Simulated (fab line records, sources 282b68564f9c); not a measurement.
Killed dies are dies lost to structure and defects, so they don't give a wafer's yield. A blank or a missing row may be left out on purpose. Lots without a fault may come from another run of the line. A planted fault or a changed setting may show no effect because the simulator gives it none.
A struck lot beside a sound one | flow rit_cmos | 23 steps out of a route of 202
Sound: wafers L361.2, L361.3, L361.4. Struck: wafers L358.2, L358.3, L358.5. The cause comes at the end.
At each step with rows: each side's tool, then ch and its chambers, then its first start. Under that, the readings that differ: sound wafers | struck wafers | difference of the means | sigmas: that difference in standard deviations of wafers without a fault.
alike: readings whose means differ by less than 2 such deviations, and words and numbers that are the same on both sides. not compared: withheld readings, readings that some wafer has no value for, bounds like >300 that may hide the same value, and numbers for which the record gives no deviation and whose values overlap.
The two part at a step that has a row with sigmas, a row that says differs or no value, or rows on one side only. Numbers that don't overlap but have no deviation are shown without sigmas and don't part them. A reading that every wafer of one side lacks parts them only if that side has two wafers or more.

first, 5 steps without rows for these wafers: RIT_GATE_WET_ETCH_00 (etches SiO2 in BOE, target depth 56 nm, time 60 s); RIT_GATE_CLEAN_01 (cleans in SC1, time 600 s); RIT_GATE_CLEAN_02 (cleans in dHF, time 30 s); RIT_GATE_CLEAN_03 (cleans in SC2, time 600 s); RIT_GATE_CLEAN_04 (cleans in dHF, time 60 s).
RIT_FOX2_THK_MEAS_91:
  sound on film_metro-03, day 5 23:07; struck on film_metro-03, day 5 08:32
  alike: FIELD_OXIDE_LEFT_2_THK
then, 2 steps without rows for these wafers: RIT_GATE_OXIDATION_05 (target thk 3 nm, ox time 270 s); RIT_GATE_ANNEAL_06 (time 600 s).
RIT_GATE_THK_MEAS_07:
  sound on film_metro-03, day 6 00:30; struck on film_metro-01, day 5 09:56
  alike: GATE_OXIDE_THK
then, 1 step without rows for these wafers: RIT_GATE_CVD_08 (deposits poly-Si from SiH4, target thk 250 nm, time 2220 s).
RIT_GATE_THK_MEAS_09:
  sound on film_metro-03, day 6 02:10; struck on film_metro-01, day 5 11:36
  alike: GATE_POLY_THK
then, 1 step without rows for these wafers: RIT_GATE_HMDS_10 (prime time 60 s).
RIT_GATE_COAT_11: resist thk 850 nm.
  sound on litho_track-01 ch 0, day 6 02:24; struck on litho_track-04 ch 0, day 5 11:50
  reading                                   | sound             | struck            | difference | sigmas
  model.NOVOLAK_of_GATE_COAT_11.thk_nm (nm) | 852.7 852.7 850.8 | 995.6 995.9 998.3 | +144.5     |
then, 4 steps without rows for these wafers: RIT_GATE_SOFTBAKE_12 (time 60 s); RIT_GATE_EXPOSE_13 (exposes mask M6, target cd 150 nm); RIT_GATE_PEB_14; RIT_GATE_DEVELOP_15 (develop time 50 s).
RIT_GATE_CD_MEAS_16: target cd 150 nm.
  sound on cd_sem-02, day 6 03:10; struck on cd_sem-01, day 5 12:31
  reading    | sound             | struck            | difference | sigmas
  cd_nm (nm) | 148.8 148.6 148.5 | 161.1 159.4 161.7 | +12.1      | +5
RIT_GATE_OVL_MEAS_17:
  sound on overlay-02, day 6 03:17; struck on overlay-01, day 5 12:38
  alike: GATE_OVL
then, 1 step without rows for these wafers: RIT_GATE_HARDBAKE_18 (time 60 s).
RIT_GATE_ETCH_19: etches poly-Si in SF6/CHF3/O2, stops on SiO2, time 158.5 s, target depth 312.5 nm.
  sound on rie_si-01 ch 1,2,3, day 6 03:28; struck on rie_si-02 ch 0,1,2, day 5 12:49
  reading                                   | sound             | struck            | difference | sigmas
  model.NOVOLAK_of_GATE_COAT_11.thk_nm (nm) | 675.6 673.7 671.4 | 800.1 802.5 803.5 | +128.5     |
  model.GATE.cd_nm (nm)                     | 148.7 148.6 148.5 | 161.1 159.7 161.9 | +12.3      |
  alike: drypump_motor_current_A, oes_product_au, rf_fwd_power_W, throttle_valve_pct
  not compared: rf_hours_counter_h
RIT_GATE_STRIP_20: strips in O2, time 180 s.
  sound on plasma_asher-01 ch 0,1, day 6 03:34; struck on plasma_asher-04 ch 0,1, day 5 12:55
  alike: drypump_motor_current_A
  not compared: rf_hours_counter_h
RIT_M1_PROBE_99:
  sound on prober-02, day 6 23:26; struck on prober-01, day 6 08:55
  reading                             | sound             | struck            | difference | sigmas
  model.etest.pmos_0p15.r_on_ohm_um   | 2631 2650 2623    | 3020 2973 3054    | +381       |
  model.etest.pmos_turned.r_on_ohm_um | 3214 3309 3221    | 3639 3622 3676    | +398       |
  model.etest.nmos_0p15.r_on_ohm_um   | 1104 1117 1120    | 1266 1252 1288    | +155       |
  model.etest.nmos_0p15.drive_ua_um   | 480.9 472.3 482.1 | 414.3 419.9 417.2 | -61.3      |
  model.etest.nmos_0p3.r_on_ohm_um    | 2124 2156 2127    | 2278 2240 2278    | +130       |
  model.etest.pmos_0p15.drive_ua_um   | 270.6 263.2 270.4 | 232.2 237.1 230.6 | -34.8      |
  model.etest.nmos_turned.drive_ua_um | 348.3 326.7 341.1 | 304 303.1 296.5   | -38        |
  model.etest.npoly_line.line_ohm_um  | 165.2 167 167.1   | 146.4 150.5 147.1 | -18.4      |
  alike: killed_at_front_end, killed_dies, killed_on_rim, killed_open, killed_short

WHERE THEY PART
Only at RIT_GATE_CD_MEAS_16, within this record. Later steps at which nothing parts them and some readings are alike: RIT_GATE_OVL_MEAS_17, RIT_GATE_ETCH_19, RIT_GATE_STRIP_20, RIT_M1_PROBE_99.

WHY: what the simulator had put in
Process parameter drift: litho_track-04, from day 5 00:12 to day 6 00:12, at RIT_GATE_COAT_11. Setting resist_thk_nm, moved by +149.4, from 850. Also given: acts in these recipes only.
